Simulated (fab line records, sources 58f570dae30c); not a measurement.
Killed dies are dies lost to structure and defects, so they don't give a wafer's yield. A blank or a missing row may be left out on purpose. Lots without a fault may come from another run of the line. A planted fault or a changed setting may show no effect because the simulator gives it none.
A struck lot beside a sound one | flow berkeley_cmos170 | 25 steps out of a route of 331
Sound: wafers L243.2, L243.3, L243.4. Struck: wafers L249.2, L249.4, L249.5. The cause comes at the end.
At each step with rows: each side's tool, then ch and its chambers, then its first start. Under that, the readings that differ: sound wafers | struck wafers | difference of the means | sigmas: that difference in standard deviations of wafers without a fault.
alike: readings whose means differ by less than 2 such deviations, and words and numbers that are the same on both sides. not compared: withheld readings, readings that some wafer has no value for, bounds like >300 that may hide the same value, and numbers for which the record gives no deviation and whose values overlap.
The two part at a step that has a row with sigmas, a row that says differs or no value, or rows on one side only. Numbers that don't overlap but have no deviation are shown without sigmas and don't part them. A reading that every wafer of one side lacks parts them only if that side has two wafers or more.

first, 1 step without rows for these wafers: UCB170_PSD_IMPLANT_08.
UCB170_PSD_STRIP_09: strips in O2.
  sound on plasma_asher-02 ch 0,1, day 8 02:37; struck on plasma_asher-01 ch 0,1, day 9 12:41
  reading               | sound             | struck            | difference | sigmas
  oes_product_au (a.u.) | 0.601 0.603 0.612 | 0.600 0.596 0.588 | -0.011     | -2
  alike: drypump_motor_current_A, strip_time_to_endpoint_s
  not compared: rf_hours_counter_h
UCB170_PSD_TW_MEAS_10:
  sound on film_metro-03, day 8 02:43; struck on film_metro-01, day 9 12:47
  alike: PSD_TW
then, 7 steps without rows for these wafers: UCB170_PSD_CLEAN_11 (cleans in SPM, time 600 s); UCB170_NSD_HMDS_00 (prime time 60 s); UCB170_NSD_COAT_01 (resist thk 900 nm); UCB170_NSD_SOFTBAKE_02 (time 60 s); UCB170_NSD_EXPOSE_03 (exposes mask NSELECT MOD, target cd 1200 nm); UCB170_NSD_PEB_04; UCB170_NSD_DEVELOP_05 (develop time 45 s).
UCB170_NSD_CD_MEAS_06: target cd 1200 nm.
  sound on cd_sem-01, day 8 06:49; struck on cd_sem-01, day 9 15:22
  alike: cd_nm
UCB170_NSD_OVL_MEAS_07:
  sound on overlay-01, day 8 06:55; struck on overlay-01, day 9 15:28
  alike: NSD_OVL
UCB170_NSD_IMPLANT_08:
  sound on implanter-01 ch 0, day 8 06:58; struck on implanter-02 ch 0, day 9 15:36
  reading                          | sound                      | struck                      | difference | sigmas
  dose_ions_cm2                    | 3.001e+15 3e+15 3.005e+15  | 2.1e+15 2.101e+15 2.105e+15 | -9.0e+14   | -99 or more
  end_station_pressure_torr (Torr) | 1.23e-05 1.28e-05 1.29e-05 | 1.07e-05 1.02e-05 9.5e-06   | -2.53e-06  | -4
  faraday_current_uA               | 9183 9097 9336             | 6752 6369 6432              | -2688      | -14
UCB170_NSD_STRIP_09: strips in O2.
  sound on plasma_asher-04 ch 0,1, day 8 07:06; struck on plasma_asher-03 ch 0,1, day 9 15:44
  reading                      | sound             | struck            | difference | sigmas
  oes_product_au (a.u.)        | 0.533 0.539 0.535 | 0.571 0.568 0.563 | +0.032     | +7
  strip_time_to_endpoint_s (s) | 35.86 35.75 35.84 | 32.58 32.50 32.55 | -3.27      | -42
  alike: drypump_motor_current_A
  not compared: rf_hours_counter_h
UCB170_NSD_TW_MEAS_10:
  sound on film_metro-04, day 8 07:13; struck on film_metro-01, day 9 16:04
  reading | sound          | struck         | difference | sigmas
  NSD_TW  | 4208 4197 4213 | 4042 4036 4047 | -164       | -5
  not compared: hold
then, 3 steps without rows for these wafers: UCB170_BACKSIDE_HMDS_00 (prime time 60 s); UCB170_BACKSIDE_COAT_01 (resist thk 900 nm); UCB170_BACKSIDE_SOFTBAKE_02 (time 60 s).
UCB170_BACKSIDE_STRIP_03: strips in O2.
  sound on plasma_asher-03 ch 0,1, day 8 08:20; struck on plasma_asher-04 ch 0, day 9 18:28
  alike: drypump_motor_current_A, oes_product_au, strip_time_to_endpoint_s
  not compared: rf_hours_counter_h
then, 1 step without rows for these wafers: UCB170_BACKSIDE_CLEAN_04 (cleans in SPM, time 600 s).
UCB170_SDANNEAL_RTA_00: time 10 s.
  sound on rtp_anneal-02 ch 0, day 8 08:53; struck on rtp_anneal-01 ch 0, day 9 18:44
  alike: lamp_power_pct, wafer_temp_C_max
UCB170_SDANNEAL_RTA_01: time 5 s.
  sound on rtp_anneal-02 ch 0, day 8 08:56; struck on rtp_anneal-01 ch 0, day 9 18:49
  reading            | sound                | struck               | difference | sigmas
  lamp_power_pct (%) | 41.7 41.8 41.8       | 38.7 38.7 38.7       | -3.1       | -2
  wafer_temp_C_max   | 1052.1 1051.8 1052.5 | 1055.2 1055.8 1054.7 | +3.1       | +2
UCB170_SDANNEAL_RS_MEAS_02: measures by four-point-probe.
  sound on film_metro-01, day 8 09:01; struck on film_metro-03, day 9 18:53
  alike: PSD_RS
UCB170_SDANNEAL_RS_MEAS_03: measures by four-point-probe.
  sound on film_metro-01, day 8 09:08; struck on film_metro-03, day 9 19:17
  reading         | sound             | struck            | difference | sigmas
  NSD_RS (ohm/sq) | 37.23 37.41 37.42 | 45.30 45.08 45.23 | +7.85      | +89
  not compared: hold
UCB170_M3_PROBE_99:
  the record has rows for the sound wafers here (prober-02, day 9 10:32) and none for the struck ones

WHERE THEY PART
First at UCB170_PSD_STRIP_09; last, within this record, at UCB170_M3_PROBE_99.

WHY: what the simulator had put in
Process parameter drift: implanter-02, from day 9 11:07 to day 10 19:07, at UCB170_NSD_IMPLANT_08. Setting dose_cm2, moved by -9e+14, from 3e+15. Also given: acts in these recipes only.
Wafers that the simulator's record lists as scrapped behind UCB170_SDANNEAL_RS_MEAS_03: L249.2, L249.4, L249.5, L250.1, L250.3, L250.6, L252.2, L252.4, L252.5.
